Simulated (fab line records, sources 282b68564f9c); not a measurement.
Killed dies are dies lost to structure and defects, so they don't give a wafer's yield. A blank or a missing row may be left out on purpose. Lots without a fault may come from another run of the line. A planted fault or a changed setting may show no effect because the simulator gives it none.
fab line records | flow rit_cmos
record lots=13 wafers=39 last_day=7
route steps=202 shown NWELL@37 NRETRO@63 PRETRO@74
lots that met no fault: from a run of the same line without faults
start_h: hours from the record's first day to the start of the lot's first wafer shown | wait_h: hours since the lot's step before | " the same as in the row above | L1.1+2: a row that stands for several wafers | - no value, or no start given | * or withheld: withheld | < > ~ a bound
route shown NAME@n: a module of which the file shows steps, and the number in the route of the first | usual: mean/standard deviation of fault-free wafers | same: alike in all rows | chamber/n: place in a boat | sites: the reading at each site | _std_site: their standard deviation | _edge_site: outer sites' mean less inner sites' | radius_mm: how far each site lies from the wafer's centre | mask NAME#n: copy n | behind: the tool/chamber that last shaped the wafer | hold: why the lot was held/for how many hours/how that ended | device: the transistor (n, p or np) that didn't switch | end of line: the same wafers' tests at the end of the route | a step without rows: its recipe alone | killed: dies lost to structure and defects at the first sort, not the wafer's yield | map: a wafer's dies, x killed, . not, _ none there
set.NAME: the setting as run; set.NAME@STEP: as run at that earlier step | model.NAME: the simulator's own value behind a step, which no gauge read
steps of the route over a sample of lots; a table a step, a row a wafer
services: from which hour (start_h, from the record's first day; less than 0 if before it) a tool's chamber was out of use, for how many hours, and why
## steps
# step RIT_NWELL_STRIP_09
# recipe chemistry=O2 time_s=180 resist=NOVOLAK platen_temp_c=withheld power_w=500 pressure_mtorr=4000 o2_flow_sccm=4000
# usual drypump_motor_current_A=5.8/0.45 o2_flow_sccm=4002/12 run_length_s=208.1/0.49
# columns lot.wafer tool chamber start_h wait_h drypump_motor_current_A o2_flow_sccm rf_hours_counter_h run_length_s
L402.2 plasma_asher-03 1 34.41 0.1 5.8 3984 24 207.3
L402.3 " 1 " " 5.8 3999 - 207.5
L402.5 " 1 " " 5.8 4008 - 207.3
L404.2 plasma_asher-01 1 43.27 0.1 6.2 4022 41 208.1
L404.5 " 1 " " 6.3 4007 - 208.5
L404.6 " 0 " " 5.1 3992 - 208.5
L408.2 plasma_asher-04 0 62.81 0.1 6.2 3995 41 72.0
L408.3 " 0 " " 6.2 3977 - 72.1
L408.4 " 1 " " 5.5 3996 - 72.2
L412.2 plasma_asher-01 1 81.66 0.1 6.3 4013 45 208.1
L412.3 " 0 " " 5.0 4002 - 208.5
L412.4 " 1 " " 6.2 4011 - 208.2
L414.1 plasma_asher-01 0 92.78 0.1 5.0 3996 46 208.3
L414.3 " 0 " " 5.0 4007 - 208.7
L414.6 " 0 " " 5.1 4000 - 208.5
L415.2 plasma_asher-01 0 96.06 0.1 5.1 3972 46 208.6
L415.3 " 1 " " 6.2 4009 - 208.2
L415.4 " 0 " " 5.1 3987 - 208.9
L416.3 plasma_asher-01 1 103.09 0.1 6.2 3981 - 208.2
L416.5 " 1 " " 6.2 3983 - 208.4
L416.6 " 0 " " 5.0 3994 - 208.5
L417.1 plasma_asher-01 1 107.16 0.1 6.2 4009 47 208.7
L417.3 " 1 " " 6.2 4002 - 208.6
L417.6 " 1 " " 6.2 4014 - 208.4
L418.2 plasma_asher-01 0 113.38 0.1 5.0 3986 48 208.7
L418.5 " 0 " " 5.0 3994 - 208.3
L418.6 " 1 " " 6.2 3987 - 208.4
L419.2 plasma_asher-03 1 116.90 0.1 5.8 3986 32 207.7
L419.5 " 0 " " 5.9 3994 - 207.6
L419.6 " 1 " " 5.8 4001 - 207.7
L420.1 plasma_asher-04 0 122.06 0.1 6.2 4020 0 207.6
L420.3 " 1 " " 5.5 4029 - 208.6
L420.4 " 0 " " 6.2 4005 - 207.3
L421.3 plasma_asher-01 1 125.85 0.1 6.3 3995 - 208.1
L421.4 " 0 " " 5.1 4004 - 208.5
L421.6 " 1 " " 6.3 3996 - 208.3
L422.4 plasma_asher-01 1 131.70 0.1 6.3 3999 - 208.9
L422.5 " 1 " " 6.3 4011 - 208.4
L422.6 " 0 " " 5.0 3974 - 208.3
# step RIT_NRETRO_TW_MEAS_10
# usual NRETRO_TW=1056/11
# columns lot.wafer tool chamber start_h wait_h NRETRO_TW
L402.2 film_metro-03 - 44.08 0.1 1073
L402.3 " - " " 1077
L402.5 " - " " 1068
L404.2 film_metro-04 - 52.01 0.1 1056
L404.5 " - " " 1053
L404.6 " - " " 1050
L408.2 film_metro-04 - 71.55 0.1 31
L408.3 " - " " 31
L408.4 " - " " 31
L412.2 film_metro-03 - 91.08 0.1 1066
L412.3 " - " " 1062
L412.4 " - " " 1066
L414.1 film_metro-03 - 102.62 0.1 1073
L414.3 " - " " 1068
L414.6 " - " " 1070
L415.2 film_metro-03 - 105.10 0.1 1074
L415.3 " - " " 1071
L415.4 " - " " 1069
L416.3 film_metro-04 - 111.79 0.1 1058
L416.5 " - " " 1055
L416.6 " - " " 1054
L417.1 film_metro-04 - 116.43 0.1 1060
L417.3 " - " " 1061
L417.6 " - " " 1057
L418.2 film_metro-01 - 122.48 0.1 1037
L418.5 " - " " 1037
L418.6 " - " " 1038
L419.2 film_metro-04 - 126.55 0.1 1060
L419.5 " - " " 1061
L419.6 " - " " 1057
L420.1 film_metro-03 - 131.54 0.1 1056
L420.3 " - " " 1060
L420.4 " - " " 1061
L421.3 film_metro-01 - 134.68 0.1 1037
L421.4 " - " " 1042
L421.6 " - " " 1040
L422.4 film_metro-03 - 141.10 0.1 1062
L422.5 " - " " 1062
L422.6 " - " " 1060
# step RIT_PRETRO_TW_MEAS_10
# usual PRETRO_TW=472/3.4
# columns lot.wafer tool chamber start_h wait_h PRETRO_TW
L402.2 film_metro-02 - 45.63 0.1 472
L402.3 " - " " 472
L402.5 " - " " 472
L404.2 film_metro-01 - 53.95 0.1 470
L404.5 " - " " 470
L404.6 " - " " 469
L408.2 film_metro-02 - 73.23 0.1 60
L408.3 " - " " 59
L408.4 " - " " 63
L412.2 film_metro-02 - 92.76 0.1 473
L412.3 " - " " 471
L412.4 " - " " 467
L414.1 film_metro-02 - 104.30 0.1 471
L414.3 " - " " 470
L414.6 " - " " 469
L415.2 film_metro-04 - 106.78 0.1 478
L415.3 " - " " 477
L415.4 " - " " 478
L416.3 film_metro-01 - 113.34 0.1 470
L416.5 " - " " 470
L416.6 " - " " 472
L417.1 film_metro-01 - 117.99 0.1 470
L417.3 " - " " 472
L417.6 " - " " 472
L418.2 film_metro-02 - 124.13 0.1 473
L418.5 " - " " 473
L418.6 " - " " 470
L419.2 film_metro-02 - 128.23 0.1 471
L419.5 " - " " 474
L419.6 " - " " 473
L420.1 film_metro-01 - 133.09 0.1 471
L420.3 " - " " 473
L420.4 " - " " 472
L421.3 film_metro-04 - 136.36 0.1 479
L421.4 " - " " 480
L421.6 " - " " 477
L422.4 film_metro-02 - 142.77 0.1 474
L422.5 " - " " 475
L422.6 " - " " 476
## services
# columns tool chamber start_h hours kind
plasma_asher-03 - 27.07 0.7 repair
plasma_asher-04 - 108.75 9.0 pm
plasma_asher-04 0 108.75 9.0 vent_cycle
plasma_asher-04 1 108.75 9.0 vent_cycle
plasma_asher-03 - 109.64 4.5 repair
plasma_asher-04 0 117.75 - clean
plasma_asher-04 1 117.75 - clean
## key
first_sign step=RIT_NWELL_STRIP_09 reading=run_length_s direction=down sigmas=99+ usual=* struck=*
effect step=RIT_NRETRO_TW_MEAS_10 reading=NRETRO_TW direction=down sigmas=95 usual=1056 struck=31
effect step=RIT_PRETRO_TW_MEAS_10 reading=PRETRO_TW direction=down sigmas=99+ usual=472 struck=61
met_at RIT_NWELL_STRIP_09
struck_lots L408
sort_left_out L408.2,L408.3,L408.4
tester_left_out L408
fault kind=strip_aborted tool=plasma_asher-04 chamber=- onset_h=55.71 steps=RIT_NWELL_STRIP_09 offset=0.6 end_h=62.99
# tester_left_out: of these lots the tester's yield and bins aren't shown, on N5 and GAA mostly nor the transistor test; their killed dies are dies lost to structure and defects alone, not to doping, threshold or leakage, so they don't give the yield
# sort_left_out: the simulated sort isn't trusted on such a fault, so these wafers' sort isn't shown, and their yield isn't known
